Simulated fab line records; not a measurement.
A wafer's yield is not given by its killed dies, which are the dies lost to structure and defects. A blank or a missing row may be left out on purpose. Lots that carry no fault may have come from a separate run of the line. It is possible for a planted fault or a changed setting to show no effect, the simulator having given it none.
A lot that was struck, set against a sound lot || flow ritCmos || 17 steps out of a route of 202
Sound: these wafers, L187.2, L187.4, L187.6. Wafers L197.1, L197.2, L197.6 were the ones struck. The cause comes at the end.
Order at every step that has rows: each side's tool, ch and its chambers, its first start. Under that, the readings that differ: sound wafers || struck wafers || difference of the means || sigmas: that difference in standard deviations of wafers without a fault.
alike: a reading whose means differ by less than 2 such deviations, as well as words and numbers matching on both sides. not compared: withheld readings; readings where some wafer has no value; bounds like >300 that might hide an equal value; numbers whose values overlap and for which the record gives no deviation.
The two part at a step that has a row with sigmas, a row that says differs or no value, or rows on one side only. Numbers that have no deviation but don't overlap get no sigmas and don't part them. Lack of a reading on every wafer of one side parts them only where that side has two or more wafers.

RIT_PWELL_TW_MEAS_10:
  sound on filmMetro-04, day 2 04:13; struck on filmMetro-04, day 4 08:10
  alike: PWELL_TW
then, 1 step without rows for these wafers: RIT_WELLDRIVE_ANNEAL_00 (time 14700 s).
RIT_WELLDRIVE_RS_MEAS_01: measurement is done with a four-point probe.
  sound on filmMetro-04, day 2 09:28; struck on filmMetro-02, day 4 14:43
  alike: NWELL_RS
RIT_WELLDRIVE_RS_MEAS_02: measurement is done with a four-point probe.
  sound on filmMetro-04, day 2 09:35; struck on filmMetro-02, day 4 14:50
{"reading": "PWELL_RS (ohm/sq)", "sound": "428.0 427.5 427.2", "struck": "429.8 430.9 431.2", "difference": "+3.1", "sigmas": "+3"}
then, 6 steps without rows for these wafers: RIT_NRETRO_HMDS_00 (prime time 60 s); RIT_NRETRO_COAT_01 (resist thk 1300 nm); RIT_NRETRO_SOFTBAKE_02 (time 60 s); RIT_NRETRO_EXPOSE_03 (exposes mask M4, target cd 43900 nm); RIT_NRETRO_PEB_04; RIT_NRETRO_DEVELOP_05 (develop time 68 s).
RIT_NRETRO_OVL_MEAS_06:
  sound on overlay-02, day 2 10:35; struck on overlay-02, day 4 15:58
  alike: NRETRO_OVL
then, 1 step without rows for these wafers: RIT_NRETRO_HARDBAKE_07 (time 120 s).
RIT_NRETRO_IMPLANT_08:
  sound on implanter-02 ch 0, day 2 10:53; struck on implanter-03 ch 0, day 4 16:15
{"reading": "beamEnergyKeV", "sound": "70.029 69.981 69.988", "struck": "83.231 83.240 83.254", "difference": "+13.242", "sigmas": "+99 or more"}
{"reading": "model.implant.rpNm (nm)", "sound": "83.48 83.48 83.48", "struck": "101.6 101.6 101.6", "difference": "+18.1", "sigmas": ""}
{"reading": "model.implant.drpNm (nm)", "sound": "33.94 33.94 33.94", "struck": "39.19 39.19 39.19", "difference": "+5.25", "sigmas": ""}
  alike: beamOnS, faradayCurrentUA
RIT_NRETRO_STRIP_09: strips in O2, time 180 s.
  sound on plasmaAsher-01 ch 1, day 2 11:01; struck on plasmaAsher-02 ch 0,1, day 4 16:24
  alike: drypumpMotorCurrentA
  not compared: rfHoursCounterH
RIT_NRETRO_TW_MEAS_10:
  sound on filmMetro-02, day 2 11:11; struck on filmMetro-03, day 4 16:34
{"reading": "NRETRO_TW", "sound": "1060 1049 1048", "struck": "1111 1112 1113", "difference": "+60", "sigmas": "+10"}
then, 1 step without rows for these wafers: RIT_PRETRO_HMDS_00 (prime time 60 s).
RIT_M1_PROBE_99:
  sound on prober-02, day 3 15:24; struck on prober-02, day 5 23:41
{"reading": "model.etest.pmosNarrow.offLog10AUm", "sound": "-12.69 -12.83 -12.83", "struck": "-12.54 -12.59 -12.65", "difference": "+0.19", "sigmas": ""}
{"reading": "model.etest.capPGate.cMinFfUm2", "sound": "2.322 2.309 2.329", "struck": "2.283 2.271 2.278", "difference": -0.043, "sigmas": ""}
{"reading": "model.etest.diodePplusComb.cjFfUm2", "sound": "1.966 1.977 1.98", "struck": "2.092 2.095 2.091", "difference": "+0.118", "sigmas": ""}
{"reading": "model.etest.pmos_0p15.vtLongV (V)", "sound": "-0.5785 -0.5853 -0.5685", "struck": "-0.5562 -0.556 -0.5474", "difference": "+0.0242", "sigmas": ""}
{"reading": "model.etest.pmosNarrow.vtV (V)", "sound": "-0.4945 -0.4996 -0.4855", "struck": "-0.4752 -0.4777 -0.4714", "difference": "+0.0184", "sigmas": ""}
{"reading": "model.etest.pmos_0p3.vtV (V)", "sound": "-0.5166 -0.5188 -0.5063", "struck": "-0.4998 -0.5 -0.4921", "difference": "+0.0166", "sigmas": ""}
{"reading": "model.etest.pmos_0p3.vtSatV (V)", "sound": "-0.4925 -0.4939 -0.4839", "struck": "-0.4764 -0.4774 -0.4728", "difference": "+0.0146", "sigmas": ""}
  alike: killedAtContacts, killedAtFrontEnd, killedDies, killedOpen, killedShort
  not compared: model.etest.pmos_0p3.offLog10AUm

WHERE THEY PART
Last at RIT_NRETRO_TW_MEAS_10 as far as this record goes, first at RIT_WELLDRIVE_RS_MEAS_02. Later steps at which nothing parts them and some readings are alike: RIT_M1_PROBE_99.

WHY: what had been put in by the simulator
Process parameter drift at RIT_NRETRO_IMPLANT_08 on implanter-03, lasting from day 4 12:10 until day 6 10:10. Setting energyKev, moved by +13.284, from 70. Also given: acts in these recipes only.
